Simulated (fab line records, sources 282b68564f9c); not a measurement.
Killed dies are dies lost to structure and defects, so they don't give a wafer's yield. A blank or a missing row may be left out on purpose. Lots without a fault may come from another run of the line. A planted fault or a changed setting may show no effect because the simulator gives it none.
fab line records | flow rit_cmos
record lots=13 wafers=39 last_day=7
route steps=202 shown CONTACT@168 M1@202
lots that met no fault: from a run of the same line without faults
start_h: hours from the record's first day to the start of the lot's first wafer shown | wait_h: hours since the lot's step before | " the same as in the row above | L1.1+2: a row that stands for several wafers | - no value, or no start given | * or withheld: withheld | < > ~ a bound
route shown NAME@n: a module of which the file shows steps, and the number in the route of the first | usual: mean/standard deviation of fault-free wafers | same: alike in all rows | chamber/n: place in a boat | sites: the reading at each site | _std_site: their standard deviation | _edge_site: outer sites' mean less inner sites' | radius_mm: how far each site lies from the wafer's centre | mask NAME#n: copy n | behind: the tool/chamber that last shaped the wafer | hold: why the lot was held/for how many hours/how that ended | device: the transistor (n, p or np) that didn't switch | end of line: the same wafers' tests at the end of the route | a step without rows: its recipe alone | killed: dies lost to structure and defects at the first sort, not the wafer's yield | map: a wafer's dies, x killed, . not, _ none there
set.NAME: the setting as run; set.NAME@STEP: as run at that earlier step | model.NAME: the simulator's own value behind a step, which no gauge read
steps of the route over a sample of lots; a table a step, a row a wafer
services: from which hour (start_h, from the record's first day; less than 0 if before it) a tool's chamber was out of use, for how many hours, and why
## steps
# step RIT_CONTACT_CVD_00
# recipe material=SiO2 target_thk_nm=400 precursor=TEOS temp_c=390 time_s=61 rf_w=400
# usual heater_power_w=336/50
# columns lot.wafer tool chamber start_h wait_h heater_power_w
L484.2 pecvd-03 1 54.65 0.0 270
L484.5 " 2 " " 327
L484.6 " 0 " " 277
L485.2 pecvd-01 0 60.48 0.0 433
L485.3 " 2 " " 386
L485.5 " 0 " " 454
L486.2 pecvd-04 2 63.20 0.0 358
L486.3 " 0 " " 237
L486.6 " 0 " " 256
L487.2 pecvd-03 1 70.10 0.0 337
L487.4 " 1 " " 354
L487.5 " 2 " " 264
L488.1 pecvd-01 0 74.10 0.1 439
L488.3 " 2 " " 360
L488.6 " 2 " " 367
L489.2 pecvd-04 1 77.74 0.0 361
L489.5 " 1 " " 367
L489.6 " 2 " " 280
L498.4 pecvd-01 2 121.45 0.0 377
L498.5 " 0 " " 358
L498.6 " 2 " " 287
L499.1 pecvd-04 1 124.65 0.1 350
L499.5 " 2 " " 325
L499.6 " 0 " " 212
L500.2 pecvd-03 2 131.28 0.0 360
L500.3 " 1 " " 331
L500.6 " 2 " " 266
L502.2 pecvd-04 1 141.03 0.0 311
L502.5 " 0 " " 298
L502.6 " 2 " " 339
L503.1 pecvd-03 2 147.04 0.1 292
L503.3 " 0 " " 334
L503.5 " 1 " " 353
L505.3 pecvd-04 1 157.70 0.0 346
L505.5 " 1 " " 365
L505.6 " 2 " " 299
L506.1 pecvd-03 0 162.88 0.1 353
L506.3 " 1 " " 270
L506.4 " 2 " " 272
# step RIT_CONTACT_THK_MEAS_01
# recipe reads=SiO2_of_CONTACT_CVD_00
# usual CONTACT_TEOS_THK=400/4.9
# columns lot.wafer tool chamber start_h wait_h CONTACT_TEOS_THK[nm]
L484.2 film_metro-03 - 54.71 0.0 393
L484.5 " - " " 398
L484.6 " - " " 404
L485.2 film_metro-02 - 60.54 0.0 398
L485.3 " - " " 400
L485.5 " - " " 406
L486.2 film_metro-03 - 63.26 0.0 401
L486.3 " - " " 401
L486.6 " - " " 405
L487.2 film_metro-02 - 70.16 0.0 402
L487.4 " - " " 405
L487.5 " - " " 401
L488.1 film_metro-04 - 74.15 0.0 402
L488.3 " - " " 399
L488.6 " - " " 407
L489.2 film_metro-04 - 77.80 0.0 396
L489.5 " - " " 400
L489.6 " - " " 404
L498.4 film_metro-03 - 121.53 0.1 397
L498.5 " - " " 441
L498.6 " - " " 399
L499.1 film_metro-02 - 124.70 0.0 401
L499.5 " - " " 401
L499.6 " - " " 404
L500.2 film_metro-03 - 131.34 0.0 401
L500.3 " - " " 397
L500.6 " - " " 408
L502.2 film_metro-02 - 141.09 0.0 406
L502.5 " - " " 405
L502.6 " - " " 408
L503.1 film_metro-02 - 147.09 0.0 398
L503.3 " - " " 396
L503.5 " - " " 402
L505.3 film_metro-03 - 157.77 0.0 397
L505.5 " - " " 405
L505.6 " - " " 399
L506.1 film_metro-03 - 162.93 0.0 395
L506.3 " - " " 391
L506.4 " - " " 401
# step RIT_M1_PROBE_99
# usual killed_at_M0_to_M3=0.0/0.2 killed_at_contacts=0.1/0.32 killed_at_front_end=6.7/2.9 killed_dies=6.8/2.9 killed_open=3.3/1.7 killed_short=3.4/2.1
# same gross_dies=264 killed_at_M4_up=0 killed_at_back_side=0 killed_at_other=0
# columns lot.wafer tool chamber start_h wait_h killed_at_M0_to_M3 killed_at_contacts killed_at_front_end killed_dies killed_open killed_short
L498.4 prober-02 - 128.59 0.2 0 0 5 5 3 2
L498.5 prober-02 - 128.64 0.2 0 0 3 3 1 2
L498.6 prober-02 - 128.69 0.2 0 0 10 10 5 5
L499.1 prober-01 - 131.40 0.1 0 0 3 3 3 0
L499.5 prober-01 - 131.60 0.2 0 1 7 8 5 3
L499.6 prober-01 - 131.65 0.2 0 0 6 6 3 3
L505.3 prober-01 - 165.17 0.2 0 1 7 8 2 6
L505.5 prober-01 - 165.27 0.2 0 0 7 7 2 5
L505.6 prober-01 - 165.32 0.2 0 0 4 4 2 2
# killed by level:class
L498.4 GATE:geometric_particle:open=2 REOX:geometric_particle:short=1 SILICIDE:geometric_particle:open=1 SILICIDE:geometric_particle:short=1
L498.5 GATE:geometric_particle:short=1 REOX:geometric_particle:short=1 REOX:geometric_particle:open=1
L498.6 GATE:geometric_particle:open=3 GATE:geometric_particle:short=3 FOX2:geometric_particle:open=2 FOX1:geometric_particle:short=1 SPACER:geometric_particle:short=1
L499.1 FOX2:geometric_particle:open=1 GATE:geometric_particle:open=1 SILICIDE:geometric_particle:open=1
L499.5 GATE:geometric_particle:open=2 REOX:geometric_particle:short=2 FOX1:geometric_particle:open=1 GATE:geometric_particle:short=1 SILICIDE:geometric_particle:open=1 CONTACT:geometric_particle:open=1
L499.6 REOX:geometric_particle:short=2 SPACER:geometric_particle:open=2 FOX1:geometric_particle:open=1 SPACER:geometric_particle:short=1
L505.3 GATE:geometric_particle:short=3 FOX1:geometric_particle:short=2 GATE:geometric_particle:open=1 REOX:geometric_particle:open=1 CONTACT:geometric_particle:short=1
L505.5 GATE:geometric_particle:short=2 REOX:geometric_particle:short=2 FOX2:geometric_particle:short=1 GATE:geometric_particle:open=1 SPACER:geometric_particle:open=1
L505.6 GATE:geometric_particle:short=2 FOX2:geometric_particle:open=1 GATE:geometric_particle:open=1
## services
# columns tool chamber start_h hours kind
pecvd-01 1 32.83 21.3 repair
pecvd-03 1 52.39 2.1 repair
pecvd-03 - 75.98 28.1 pm
pecvd-01 - 78.73 0.8 pm
pecvd-04 - 79.18 0.7 repair
pecvd-01 1 118.47 9.7 repair
pecvd-04 1 126.44 6.1 repair
pecvd-01 0 131.23 3.6 repair
## key
first_sign step=RIT_CONTACT_THK_MEAS_01 reading=CONTACT_TEOS_THK direction=up sigmas=8.3 usual=400 struck=441
effect none on later readings
met_at RIT_CONTACT_CVD_00
struck_lots L498
struck_wafers L498.5
tester_left_out L498
onset_between 74.10 121.45
fault kind=process_parameter_drift tool=pecvd-01 chamber=0 onset_h=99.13 steps=RIT_CONTACT_CVD_00 channel=target_thk_nm offset=44.574 shape=step end_h=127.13 stated=400
# tester_left_out: of these lots the tester's yield and bins aren't shown, on N5 and GAA mostly nor the transistor test; their killed dies are dies lost to structure and defects alone, not to doping, threshold or leakage, so they don't give the yield
